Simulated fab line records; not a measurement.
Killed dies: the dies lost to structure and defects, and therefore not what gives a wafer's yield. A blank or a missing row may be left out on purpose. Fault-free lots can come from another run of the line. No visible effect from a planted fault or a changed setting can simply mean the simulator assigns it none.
fab line records -- flow rit_cmos
[record] lots = 6, wafers = 18, last_day = 7
route steps=202 shown PWELL@44 WELLDRIVE@50 NWELL@51 NRETRO@53 M1@202
lots that met no fault: from a run of the same line without faults
start_h: hours from the record's opening day to when the first of the lot's shown wafers began -- wait_h: time in hours since the lot's previous step -- " same as the row above -- L1.1+2: several wafers, shown together as one row -- - no value present, or no start provided -- * or withheld: withheld -- < > ~ a bound
route shown NAME@n: names a module that has steps shown in the file, with the first one's number in the route -- usual: mean/standard deviation of fault-free wafers -- same: alike in all rows -- chamber/n: place in a boat -- sites: the reading at each site -- _std_site: how widely they spread, as a standard deviation -- _edge_site: the outer-site mean with the inner-site mean subtracted -- radius_mm: how far each site lies from the wafer's centre -- mask NAME#n: copy n -- behind: the last tool/chamber to shape the wafer -- hold: what put the lot on hold/how long, in hours/how the hold closed -- device: names the non-switching transistor (n, p or np) -- end of line: the tests these same wafers got at the end of their route -- a step given without rows: its recipe and nothing more -- killed: the dies lost at the first sort to structure and to defects; this is not the yield of the wafer -- map: the dies of a wafer, with x for killed, . for not killed, _ for no die there
set.NAME: the setting the step ran with; set.NAME@STEP: the setting that earlier step ran with -- model.NAME: the simulator's own value behind a step, which no gauge read
lots seen at some steps along the route; tables by step, rows by wafer
services: when a tool's chamber went out of use (start_h, in hours from the record's first day, below 0 if earlier), for how many hours, and the reason
[[steps]]
[step RIT_PWELL_DEVELOP_05]
[recipe] resist = NOVOLAK, develop_time_s = 68, dev_temp_c = 23
[step RIT_PWELL_OVL_MEAS_06]
[usual] PWELL_OVL = -0.2/1.5
lot.wafer,tool,chamber,start_h,wait_h,PWELL_OVL[nm]
L951.2,overlay-02,-,26.88,-,-1.5
L951.3,overlay-02,-,26.88,-,-1.0
L951.4,overlay-02,-,26.88,-,-1.6
L952.1,overlay-02,-,35.12,-,-0.9
L952.4,overlay-02,-,35.12,-,-5.2
L952.5,overlay-02,-,35.12,-,-1.8
L962.1,overlay-02,-,82.70,-,-3.1
L962.3,overlay-02,-,82.70,-,-4.2
L962.4,overlay-02,-,82.70,-,-3.5
L966.1,overlay-02,-,103.62,-,-0.3
L966.3,overlay-02,-,103.62,-,-0.4
L966.4,overlay-02,-,103.62,-,-1.0
L967.1,overlay-01,-,107.21,-,-0.4
L967.5,overlay-01,-,107.21,-,2.2
L967.6,overlay-01,-,107.21,-,0.8
L970.1,overlay-02,-,122.03,-,-1.0
L970.3,overlay-02,-,122.03,-,-1.8
L970.4,overlay-02,-,122.03,-,-1.9
[step RIT_PWELL_HARDBAKE_07]
[recipe] resist = NOVOLAK, temp_c = 140, time_s = 120
[step RIT_PWELL_IMPLANT_08]
[recipe] species = B, energy_kev = 170, dose_cm2 = 6.857e+13, tilt_deg = 7
[step RIT_PWELL_STRIP_09]
[recipe] chemistry = O2, time_s = 180, resist = NOVOLAK, platen_temp_c = withheld, power_w = 500, pressure_mtorr = 4000, o2_flow_sccm = 4000
[usual] chamber_pressure_mTorr = 4000/3.7, drypump_motor_current_A = 5.8/0.55
lot.wafer,tool,chamber,start_h,wait_h,chamber_pressure_mTorr,drypump_motor_current_A,rf_hours_counter_h
L951.2,plasma_asher-04,1,27.31,0.1,3997,5.3,24
L951.3,plasma_asher-04,1,27.31,0.1,4006,5.3,-
L951.4,plasma_asher-04,0,27.31,0.1,3993,5.7,-
L952.1,plasma_asher-03,1,35.56,0.1,3993,6.3,36
L952.4,plasma_asher-03,0,35.56,0.1,4007,4.8,-
L952.5,plasma_asher-03,1,35.56,0.1,4002,6.3,-
L962.1,plasma_asher-04,0,83.34,0.1,4003,5.7,29
L962.3,plasma_asher-04,1,83.34,0.1,4003,5.3,-
L962.4,plasma_asher-04,0,83.34,0.1,3992,5.7,-
L966.1,plasma_asher-04,0,104.05,0.1,4000,5.7,32
L966.3,plasma_asher-04,1,104.05,0.1,3998,5.3,-
L966.4,plasma_asher-04,0,104.05,0.1,4005,5.7,-
L967.1,plasma_asher-04,0,107.65,0.1,4005,5.7,32
L967.5,plasma_asher-04,1,107.65,0.1,4004,5.3,-
L967.6,plasma_asher-04,0,107.65,0.1,4001,5.7,-
L970.1,plasma_asher-02,0,122.47,0.1,4001,6.7,50
L970.3,plasma_asher-02,0,122.47,0.1,4001,6.7,-
L970.4,plasma_asher-02,1,122.47,0.1,4003,5.9,-
[step RIT_PWELL_TW_MEAS_10]
[usual] PWELL_TW = 946/7.6
lot.wafer,tool,chamber,start_h,wait_h,PWELL_TW
L951.2,film_metro-04,-,27.50,0.1,943
L951.3,film_metro-04,-,27.50,0.1,942
L951.4,film_metro-04,-,27.50,0.1,947
L952.1,film_metro-03,-,35.73,0.1,952
L952.4,film_metro-03,-,35.73,0.1,948
L952.5,film_metro-03,-,35.73,0.1,951
L962.1,film_metro-04,-,83.51,0.1,933
L962.3,film_metro-04,-,83.51,0.1,936
L962.4,film_metro-04,-,83.51,0.1,933
L966.1,film_metro-03,-,104.23,0.1,949
L966.3,film_metro-03,-,104.23,0.1,946
L966.4,film_metro-03,-,104.23,0.1,957
L967.1,film_metro-04,-,107.82,0.1,944
L967.5,film_metro-04,-,107.82,0.1,941
L967.6,film_metro-04,-,107.82,0.1,947
L970.1,film_metro-03,-,122.64,0.1,949
L970.3,film_metro-03,-,122.64,0.1,951
L970.4,film_metro-03,-,122.64,0.1,954
[step RIT_WELLDRIVE_ANNEAL_00]
[recipe] temp_c = 1100, time_s = 14700, ambient = N2
[step RIT_WELLDRIVE_RS_MEAS_01]
[recipe] thk_meas_gauge = four-point-probe
[usual] NWELL_RS = 275.4/0.92
lot.wafer,tool,chamber,start_h,wait_h,NWELL_RS[ohm/sq]
L951.2,film_metro-04,-,34.48,0.0,277.2
L951.3,film_metro-04,-,34.48,0.0,277.0
L951.4,film_metro-04,-,34.48,0.0,277.3
L952.1,film_metro-03,-,43.78,0.0,275.1
L952.4,film_metro-03,-,43.78,0.0,276.2
L952.5,film_metro-03,-,43.78,0.0,275.0
L962.1,film_metro-04,-,88.65,0.0,275.4
L962.3,film_metro-04,-,88.65,0.0,275.1
L962.4,film_metro-04,-,88.65,0.0,275.7
L966.1,film_metro-03,-,109.37,0.0,274.0
L966.3,film_metro-03,-,109.37,0.0,274.1
L966.4,film_metro-03,-,109.37,0.0,273.9
L967.1,film_metro-01,-,112.97,0.0,276.4
L967.5,film_metro-01,-,112.97,0.0,276.5
L967.6,film_metro-01,-,112.97,0.0,275.3
L970.1,film_metro-01,-,127.79,0.0,275.4
L970.3,film_metro-01,-,127.79,0.0,275.5
L970.4,film_metro-01,-,127.79,0.0,276.1
[step RIT_WELLDRIVE_RS_MEAS_02]
[recipe] thk_meas_gauge = four-point-probe
[usual] PWELL_RS = 435.1/1.3
lot.wafer,tool,chamber,start_h,wait_h,PWELL_RS[ohm/sq]
L951.2,film_metro-04,-,34.60,0.1,434.2
L951.3,film_metro-04,-,34.60,0.1,434.9
L951.4,film_metro-04,-,34.60,0.1,435.7
L952.1,film_metro-03,-,43.90,0.1,434.9
L952.4,film_metro-03,-,43.90,0.1,434.3
L952.5,film_metro-03,-,43.90,0.1,434.6
L962.1,film_metro-04,-,88.77,0.1,437.3
L962.3,film_metro-04,-,88.77,0.1,435.5
L962.4,film_metro-04,-,88.77,0.1,436.9
L966.1,film_metro-03,-,109.49,0.1,434.1
L966.3,film_metro-03,-,109.49,0.1,435.3
L966.4,film_metro-03,-,109.49,0.1,434.6
L967.1,film_metro-01,-,113.09,0.1,434.7
L967.5,film_metro-01,-,113.09,0.1,433.7
L967.6,film_metro-01,-,113.09,0.1,433.5
L970.1,film_metro-01,-,127.91,0.1,437.1
L970.3,film_metro-01,-,127.91,0.1,436.0
L970.4,film_metro-01,-,127.91,0.1,436.1
[step RIT_NRETRO_HMDS_00]
[recipe] prime_time_s = 60, prime_temp_c = 140
[step RIT_NRETRO_COAT_01]
[recipe] resist = NOVOLAK, spin_rpm = 2000, resist_thk_nm = 1300
[step RIT_NRETRO_SOFTBAKE_02]
[recipe] resist = NOVOLAK, temp_c = 90, time_s = 60
[step RIT_NRETRO_EXPOSE_03]
[recipe] mask_id = M4, na = 0.57, target_cd_nm = 43900, dose_mj = 250
[usual] focus_offset_nm = 0.1/0.5, stage_vel_mm_s = 500.00/0.27
lot.wafer,tool,chamber,start_h,wait_h,mask,focus_offset_nm,stage_vel_mm_s,model.NRETRO.overlay_x_nm
L951.2,iline_stepper-01,0,35.30,0.2,M4#0,0.0,500.29,0.03628
L951.3,iline_stepper-01,0,35.30,0.2,M4#0,-0.5,500.28,0.03628
L951.4,iline_stepper-01,0,35.30,0.2,M4#0,0.7,500.30,0.03628
L952.1,iline_stepper-01,0,44.47,0.1,M4#0,0.1,500.28,0.2319
L952.4,iline_stepper-01,0,44.47,0.1,M4#0,0.3,500.19,0.2319
L952.5,iline_stepper-01,0,44.47,0.1,M4#0,0.4,500.22,0.2319
L962.1,iline_stepper-01,0,89.47,0.2,M4#0,0.9,499.90,-299.8
L962.3,iline_stepper-01,0,89.47,0.2,M4#0,0.2,499.90,-299.8
L962.4,iline_stepper-01,0,89.47,0.2,M4#0,1.1,500.11,-299.8
L966.1,iline_stepper-01,0,110.19,0.2,M4#0,0.0,499.81,-302.4
L966.3,iline_stepper-01,0,110.19,0.2,M4#0,0.6,499.79,-302.4
L966.4,iline_stepper-01,0,110.19,0.2,M4#0,0.9,500.10,-302.4
L967.1,iline_stepper-02,0,113.78,0.2,M4#0,0.5,500.54,0.0769
L967.5,iline_stepper-02,0,113.78,0.2,M4#0,-0.2,500.25,0.0769
L967.6,iline_stepper-02,0,113.78,0.2,M4#0,0.6,500.91,0.0769
L970.1,iline_stepper-02,0,128.61,0.2,M4#0,0.5,499.87,1.978
L970.3,iline_stepper-02,0,128.61,0.2,M4#0,-0.4,499.60,1.978
L970.4,iline_stepper-02,0,128.61,0.2,M4#0,-0.3,499.59,1.978
[step RIT_NRETRO_PEB_04]
[recipe] resist = NOVOLAK, temp_c = withheld, time_s = withheld
[step RIT_NRETRO_DEVELOP_05]
[recipe] resist = NOVOLAK, develop_time_s = 68, dev_temp_c = 23
[step RIT_NRETRO_OVL_MEAS_06]
[usual] NRETRO_OVL = -0.6/1.5
lot.wafer,tool,chamber,start_h,wait_h,NRETRO_OVL[nm]
L951.2,overlay-01,-,35.71,-,-0.6
L951.3,overlay-01,-,35.71,-,-0.8
L951.4,overlay-01,-,35.71,-,-1.6
L952.1,overlay-02,-,44.90,-,-0.6
L952.4,overlay-02,-,44.90,-,-1.5
L952.5,overlay-02,-,44.90,-,-3.2
L962.1,overlay-02,-,89.90,-,-301.1
L962.3,overlay-02,-,89.90,-,-301.2
L962.4,overlay-02,-,89.90,-,-300.3
L966.1,overlay-02,-,110.62,-,-303.9
L966.3,overlay-02,-,110.62,-,-304.1
L966.4,overlay-02,-,110.62,-,-303.2
L967.1,overlay-01,-,114.21,-,-0.1
L967.5,overlay-01,-,114.21,-,0.3
L967.6,overlay-01,-,114.21,-,1.4
L970.1,overlay-02,-,129.04,-,1.9
L970.3,overlay-02,-,129.04,-,1.3
L970.4,overlay-02,-,129.04,-,2.2
[step RIT_NRETRO_HARDBAKE_07]
[recipe] resist = NOVOLAK, temp_c = 140, time_s = 120
[step RIT_M1_PROBE_99]
[usual] killed_at_contacts = 0.2/0.38, killed_at_front_end = 6.7/3, killed_dies = 6.9/3, killed_open = 3.5/1.9, killed_short = 3.3/2
[same] gross_dies = 264, killed_at_M0_to_M3 = 0, killed_at_M4_up = 0, killed_at_back_side = 0, killed_at_other = 0
lot.wafer,tool,chamber,start_h,wait_h,killed_at_contacts,killed_at_front_end,killed_dies,killed_open,killed_short,model.etest.well_edge_right.line_ohm_um,model.etest.retro_edge_nmos.off_log10_a_um,model.etest.retro_edge_pmos.off_log10_a_um
L951.2,prober-02,-,65.46,0.1,0,3,3,2,1,183,-10.44,-10.35
L951.3,prober-02,-,65.51,0.2,0,6,6,3,3,178.2,-9.745,-10.21
L951.4,prober-02,-,65.56,0.2,0,1,1,0,1,183.1,-10.14,-10.26
L952.1,prober-01,-,73.67,0.1,0,12,12,5,7,180.1,-10.37,-10.2
L952.4,prober-01,-,73.82,0.2,1,10,11,6,5,181.9,-10.03,-10.33
L952.5,prober-01,-,73.87,0.2,0,4,4,2,2,179.7,-10.12,-10.07
L962.1,prober-01,-,118.17,0.1,0,10,10,7,3,183,-7.606,-7.928
L962.3,prober-01,-,118.27,0.2,1,9,10,7,3,185.4,-7.763,-7.984
L962.4,prober-01,-,118.32,0.2,0,10,10,3,7,181.7,-7.292,-7.867
L966.1,prober-01,-,138.67,0.1,0,13,13,7,6,186.4,-7.401,-7.815
L966.3,prober-01,-,138.77,0.2,0,6,6,3,3,182.7,-7.592,-7.844
L966.4,prober-01,-,138.82,0.2,0,12,12,3,9,184.7,-7.948,-8.296
L967.1,prober-02,-,141.25,0.1,0,4,4,3,1,181,-10.67,-10.87
L967.5,prober-02,-,141.45,0.2,0,8,8,3,5,181,-10.65,-10.64
L967.6,prober-02,-,141.50,0.2,0,6,6,1,5,183.8,-10.57,-10.8
L970.1,prober-01,-,158.67,0.1,0,7,7,4,3,180,-10.29,-10.62
L970.3,prober-01,-,158.77,0.2,0,6,6,1,5,179.8,-10.48,-10.91
L970.4,prober-01,-,158.82,0.2,0,9,9,6,2,183.1,-10.21,-10.64
// killed by level:class
L951.2 GATE:geometric_particle:open=2 FOX2:geometric_particle:short=1
L951.3 FOX1:geometric_particle:open=1 FOX2:geometric_particle:open=1 GATE:geometric_particle:short=1 GATE:geometric_particle:open=1 REOX:geometric_particle:short=1 SILICIDE:geometric_particle:short=1
L951.4 SILICIDE:geometric_particle:short=1
L952.1 GATE:geometric_particle:short=4 GATE:geometric_particle:open=3 SPACER:geometric_particle:short=2 FOX1:geometric_particle:open=1 REOX:geometric_particle:short=1 SPACER:geometric_particle:open=1
L952.4 FOX2:geometric_particle:open=2 REOX:geometric_particle:open=2 FOX1:geometric_particle:short=1 GATE:geometric_particle:open=1 GATE:geometric_particle:short=1 SPACER:geometric_particle:short=1 SPACER:geometric_particle:open=1 SILICIDE:geometric_particle:short=1
L952.5 SILICIDE:geometric_particle:open=2 GATE:geometric_particle:short=1 SILICIDE:geometric_particle:short=1
L962.1 REOX:geometric_particle:open=2 SPACER:geometric_particle:open=2 SILICIDE:geometric_particle:open=2 FOX1:geometric_particle:short=1 GATE:geometric_particle:open=1 REOX:geometric_particle:short=1 SILICIDE:geometric_particle:short=1
L962.3 REOX:geometric_particle:open=2 SPACER:geometric_particle:open=2 GATE:geometric_particle:short=1 GATE:geometric_particle:open=1 REOX:geometric_particle:short=1 SILICIDE:geometric_particle:open=1 SILICIDE:geometric_particle:short=1 CONTACT:geometric_particle:open=1
L962.4 GATE:geometric_particle:short=5 GATE:geometric_particle:open=2 ACTIVE:geometric_particle:short=1 FOX1:geometric_particle:short=1 SPACER:geometric_particle:open=1
L966.1 GATE:geometric_particle:open=5 GATE:geometric_particle:short=5 FOX1:geometric_particle:open=1 FOX2:geometric_particle:open=1 REOX:geometric_particle:short=1
L966.3 GATE:geometric_particle:open=1 GATE:geometric_particle:short=1 REOX:geometric_particle:open=1 REOX:geometric_particle:short=1 SPACER:geometric_particle:open=1 SILICIDE:geometric_particle:short=1
L966.4 GATE:geometric_particle:short=3 GATE:geometric_particle:open=3 SPACER:geometric_particle:short=3 SILICIDE:geometric_particle:short=2 REOX:geometric_particle:short=1
L967.1 SPACER:geometric_particle:open=2 FOX1:geometric_particle:open=1 SILICIDE:geometric_particle:short=1
L967.5 FOX1:geometric_particle:open=2 SPACER:geometric_particle:short=2 FOX2:geometric_particle:short=1 GATE:geometric_particle:short=1 REOX:geometric_particle:short=1 SPACER:geometric_particle:open=1
L967.6 GATE:geometric_particle:short=2 FOX1:geometric_particle:short=1 FOX2:geometric_particle:open=1 REOX:geometric_particle:short=1 SILICIDE:geometric_particle:short=1
L970.1 REOX:geometric_particle:short=2 ACTIVE:geometric_particle:short=1 FOX1:geometric_particle:open=1 FOX2:geometric_particle:open=1 GATE:geometric_particle:open=1 REOX:geometric_particle:open=1
L970.3 GATE:geometric_particle:short=2 REOX:geometric_particle:short=2 FOX1:geometric_particle:open=1 SPACER:geometric_particle:short=1
L970.4 SPACER:geometric_particle:open=2 FOX1:geometric_particle:open=1 GATE:geometric_particle:open=1 GATE:geometric_particle:short=1 REOX:geometric_particle:short=1 REOX:geometric_particle:open=1 SILICIDE:geometric_particle:open=1 GATE:area_develop=1
[[services]]
tool,chamber,start_h,hours,kind
iline_stepper-02,-,47.82,4.0,repair
plasma_asher-04,-,56.96,2.5,repair
iline_stepper-01,0,115.92,-,calibration
[[key]]
[first_sign] step = RIT_NRETRO_OVL_MEAS_06, reading = NRETRO_OVL, direction = down, sigmas = 99+, usual = -0.6, struck = -302.3
effect none on later readings
[model_effect] step = RIT_NRETRO_EXPOSE_03, value = NRETRO.overlay_x_nm, without = -1.109, struck = -301.1
[model_effect] step = RIT_M1_PROBE_99, value = etest.well_edge_right.line_ohm_um, without = 180.7, struck = 184
met_at RIT_NRETRO_EXPOSE_03
struck_wafers L962.1,L962.3,L962.4,L966.1,L966.3,L966.4
tester_left_out L962,L966
onset_between 44.47 89.47
[fault] kind = scanner_matching_overlay, tool = iline_stepper-01, chamber = -, onset_h = 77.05, steps = RIT_NRETRO_EXPOSE_03, offset = -300
// tester_left_out: of these lots the tester's yield and bins aren't shown, on N5 and GAA mostly nor the transistor test; their killed dies are dies lost to structure and defects alone, not to doping, threshold or leakage, so they don't give the yield
